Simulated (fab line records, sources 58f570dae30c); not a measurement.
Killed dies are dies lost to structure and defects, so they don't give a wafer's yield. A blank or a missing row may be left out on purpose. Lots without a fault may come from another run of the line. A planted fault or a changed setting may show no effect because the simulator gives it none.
Which tool did it? | flow berkeley_cmos170 | 13 lots, 39 wafers sampled, at 4 steps of a route of 331

WHAT THE GAUGES READ, wafer by wafer
UCB170_GATE_CD_MEAS_90: target cd 350 nm. Usual: cd_nm 349.9 nm, standard deviation 1.6.
lot  | measured     | on        | cd_nm (nm)        | flag
L406 | day 6 08:56  | cd_sem-01 | 348.6 348.1 350.1 |
L407 | day 6 08:38  | cd_sem-01 | 351.1 350.7 349.8 |
L409 | day 6 16:48  | cd_sem-02 | 351.6 351.5 351.3 |
L408 | day 6 17:04  | cd_sem-02 | 352.0 352.3 351.4 |
L418 | day 9 00:06  | cd_sem-01 | 349.1 350.0 348.8 |
L419 | day 9 06:54  | cd_sem-02 | 350.3 345.1 348.2 |
L421 | day 9 15:46  | cd_sem-01 | 352.0 352.3 351.4 |
L422 | day 9 15:35  | cd_sem-02 | 349.3 347.9 349.0 |
L424 | day 10 04:47 | cd_sem-01 | 350.0 349.3 349.8 |
L425 | day 10 16:05 | cd_sem-01 | 347.9 347.9 349.3 |
L426 | day 10 18:14 | cd_sem-02 | 349.8 347.8 350.6 |
L428 | day 10 22:50 | cd_sem-01 | 351.5 349.9 351.2 |
L429 | day 11 13:15 | cd_sem-01 | 348.8 349.5 349.0 |

WHICH TOOL RAN EACH LOT (tool, then ch and the chambers of the sampled wafers, then the start)
lot  | UCB170_NWELL_ETCH_13              | UCB170_PVT_STRIP_08                  | UCB170_GATE_ETCH_14
L406 | rie_diel-03 ch 0,1, day 2 05:51   | plasma_asher-04 ch 0,1, day 5 19:58  | rie_diel-01 ch 0,3, day 6 08:42
L407 | rie_diel-04 ch 0,3, day 2 11:44   | plasma_asher-04 ch 0,1, day 5 20:12  | rie_diel-02 ch 0,3, day 6 08:25
L409 | rie_diel-04 ch 1,2,3, day 2 18:31 | plasma_asher-04 ch 0,1, day 6 03:10  | rie_diel-03 ch 0,2,3, day 6 16:34
L408 | rie_diel-03 ch 2,3, day 2 18:47   | plasma_asher-03 ch 0,1, day 6 02:47  | rie_diel-02 ch 0,3, day 6 16:50
L418 | rie_diel-03 ch 0,1,3, day 4 19:28 | plasma_asher-01 ch 0,1, day 8 08:26  | rie_diel-01 ch 0,1, day 8 23:53
L419 | rie_diel-03 ch 2,3, day 5 05:16   | plasma_asher-03 ch 0,1, day 8 16:08  | rie_diel-01 ch 0,2,3, day 9 06:41
L421 | rie_diel-02 ch 0,1,2, day 5 13:39 | plasma_asher-01 ch 0,1, day 9 02:37  | rie_diel-03 ch 0,1,3, day 9 15:35
L422 | rie_diel-03 ch 0,3, day 5 13:53   | plasma_asher-03 ch 0,1, day 9 02:55  | rie_diel-02 ch 0,3, day 9 15:20
L424 | rie_diel-02 ch 0,1,2, day 6 00:50 | plasma_asher-03 ch 0,1, day 9 11:46  | rie_diel-03 ch 0,1,2, day 10 04:36
L425 | rie_diel-04 ch 0,2,3, day 6 05:35 | plasma_asher-01 ch 0,1, day 10 02:50 | rie_diel-02 ch 0,1,3, day 10 15:53
L426 | rie_diel-02 ch 0,3, day 6 11:19   | plasma_asher-01 ch 0,1, day 10 07:34 | rie_diel-03 ch 0,2,3, day 10 18:01
L428 | rie_diel-04 ch 0,2,3, day 6 21:59 | plasma_asher-01 ch 0,1, day 10 12:57 | rie_diel-03 ch 0,1,3, day 10 22:38
L429 | rie_diel-04 ch 0,1, day 7 07:18   | plasma_asher-03 ch 0,1, day 11 00:04 | rie_diel-03 ch 0,2, day 11 13:02
- UCB170_NWELL_ETCH_13: etches Si3N4 in CH3F/Ar/O2, stops on SiO2, target depth 246.4 nm, time 154 s.
- UCB170_PVT_STRIP_08: strips in O2.
- UCB170_GATE_ETCH_14: etches BARC in N2/H2.

WHAT THE TOOLS THEMSELVES READ (means of the sampled wafers that have a number; where no wafer has one, the mark that the record gives instead)
UCB170_NWELL_ETCH_13. Usual: drypump_motor_current_A 5.6 A, standard deviation 0.47; mfc_ar_sccm 50.02 sccm, standard deviation 0.16; oes_product_au 0.941 a.u., standard deviation 0.017; throttle_valve_pct 8.01 %, standard deviation 0.12.
lot  | tool        | drypump_motor_current_A (A) | mfc_ar_sccm (sccm) | oes_product_au (a.u.) | throttle_valve_pct (%) | flag
L406 | rie_diel-03 | 5.7                         | 49.85              | 0.940                 | 8.01                   |
L407 | rie_diel-04 | 5.4                         | 49.86              | 0.920                 | 8.08                   |
L409 | rie_diel-04 | 5.9                         | 50.01              | 0.940                 | 8.09                   |
L408 | rie_diel-03 | 6.0                         | 49.99              | 0.939                 | 7.89                   |
L418 | rie_diel-03 | 5.8                         | 50.05              | 0.942                 | 7.94                   |
L419 | rie_diel-03 | 5.7                         | 50.06              | 0.941                 | 7.91                   |
L421 | rie_diel-02 | 5.0                         | 49.85              | 0.962                 | 7.93                   |
L422 | rie_diel-03 | 6.0                         | 50.09              | 0.941                 | 7.97                   |
L424 | rie_diel-02 | 5.0                         | 49.95              | 0.959                 | 7.93                   |
L425 | rie_diel-04 | 5.6                         | 50.22              | 0.935                 | 8.13                   |
L426 | rie_diel-02 | 5.8                         | 49.98              | 0.937                 | 7.94                   |
L428 | rie_diel-04 | 5.6                         | 50.08              | 0.934                 | 8.13                   |
L429 | rie_diel-04 | 5.7                         | 50.21              | 0.904                 | 8.11                   |

UCB170_PVT_STRIP_08. Usual: drypump_motor_current_A 6.0 A, standard deviation 0.44; o2_flow_sccm 399.9 sccm, standard deviation 1.2; oes_product_au 0.734 a.u., standard deviation 0.0042; strip_time_to_endpoint_s 21.67 s, standard deviation 0.064.
lot  | tool            | drypump_motor_current_A (A) | o2_flow_sccm (sccm) | oes_product_au (a.u.) | strip_time_to_endpoint_s (s) | flag
L406 | plasma_asher-04 | 6.1                         | 400.6               | 0.734                 | 21.76                        |
L407 | plasma_asher-04 | 6.1                         | 399.2               | 0.731                 | 21.64                        |
L409 | plasma_asher-04 | 6.0                         | 399.7               | 0.735                 | 21.76                        |
L408 | plasma_asher-03 | 6.0                         | 398.0               | 0.736                 | 21.67                        |
L418 | plasma_asher-01 | 6.2                         | 399.6               | 0.733                 | 21.64                        |
L419 | plasma_asher-03 | 6.0                         | 400.8               | 0.735                 | 21.60                        |
L421 | plasma_asher-01 | 6.3                         | 401.0               | 0.737                 | 21.71                        |
L422 | plasma_asher-03 | 6.0                         | 399.9               | 0.736                 | 21.71                        |
L424 | plasma_asher-03 | 6.0                         | 400.6               | 0.731                 | 21.68                        |
L425 | plasma_asher-01 | 6.2                         | 398.7               | 0.737                 | 21.63                        |
L426 | plasma_asher-01 | 6.2                         | 399.9               | 0.734                 | 21.62                        |
L428 | plasma_asher-01 | 6.2                         | 400.5               | 0.728                 | 21.80                        |
L429 | plasma_asher-03 | 6.0                         | 399.4               | 0.731                 | 21.70                        |

UCB170_GATE_ETCH_14. Usual: bias_w 99.99 W, standard deviation 0.28; drypump_motor_current_A 5.7 A, standard deviation 0.54; oes_product_au 0.999 a.u., standard deviation 0.021; throttle_valve_pct 13.13 %, standard deviation 0.092.
lot  | tool        | bias_w (W) | drypump_motor_current_A (A) | oes_product_au (a.u.) | throttle_valve_pct (%) | flag
L406 | rie_diel-01 | 100.03     | 6.2                         | 1.009                 | 13.12                  |
L407 | rie_diel-02 | 100.07     | 5.2                         | 0.989                 | 13.13                  |
L409 | rie_diel-03 | 100.16     | 5.9                         | 0.986                 | 13.14                  |
L408 | rie_diel-02 | 100.18     | 5.7                         | 0.991                 | 13.12                  |
L418 | rie_diel-01 | 100.15     | 6.2                         | 0.994                 | 13.10                  |
L419 | rie_diel-01 | 100.07     | 6.0                         | 1.123                 | 13.19                  | OFF
L421 | rie_diel-03 | 99.73      | 5.8                         | 0.994                 | 13.11                  |
L422 | rie_diel-02 | 100.08     | 5.8                         | 0.984                 | 13.11                  |
L424 | rie_diel-03 | 99.92      | 5.6                         | 1.018                 | 13.21                  |
L425 | rie_diel-02 | 100.09     | 5.4                         | 1.005                 | 13.12                  |
L426 | rie_diel-03 | 99.82      | 5.9                         | 0.995                 | 13.12                  |
L428 | rie_diel-03 | 99.99      | 5.8                         | 0.994                 | 13.12                  |
L429 | rie_diel-03 | 100.12     | 5.6                         | 0.992                 | 13.20                  |

THE ANSWER, worked out from the rows above alone
Rule: a lot is off if the mean of its wafers that have a number lies more than 3 standard deviations from the usual mean. A lot without any number at a reading at which 4 lots or more have one is off too. The other lots that the step has rows for count as sound. The gauges are gone through in route order, then the tools' own readings, and for those a lot's mean is taken as printed above. The first step at which some lot is off is used, and at that step the reading that is off furthest; a lot without a number counts as furthest.
Off: L419, at UCB170_GATE_ETCH_14 (oes_product_au).
A tool fits if, at that step or a process step before it, it ran every lot that is off, and no sound lot after the first of them. One fits: rie_diel-01 at UCB170_GATE_ETCH_14. Its last sound lot is L418 (day 8 23:53), its first lot that is off L419 (day 9 06:41): a fault that began between those two fits.
The tool's own readings at UCB170_GATE_ETCH_14 bear it out: on the lots that are off they differ by more than 5 times the standard deviation of the sound lots' means. oes_product_au reads 1.123 a.u. there against 0.996 a.u. on the sound lots.

WHAT THE SIMULATOR HAD PUT IN
Process parameter drift: rie_diel-01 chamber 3, from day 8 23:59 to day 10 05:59, at UCB170_GATE_ETCH_14. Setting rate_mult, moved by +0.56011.
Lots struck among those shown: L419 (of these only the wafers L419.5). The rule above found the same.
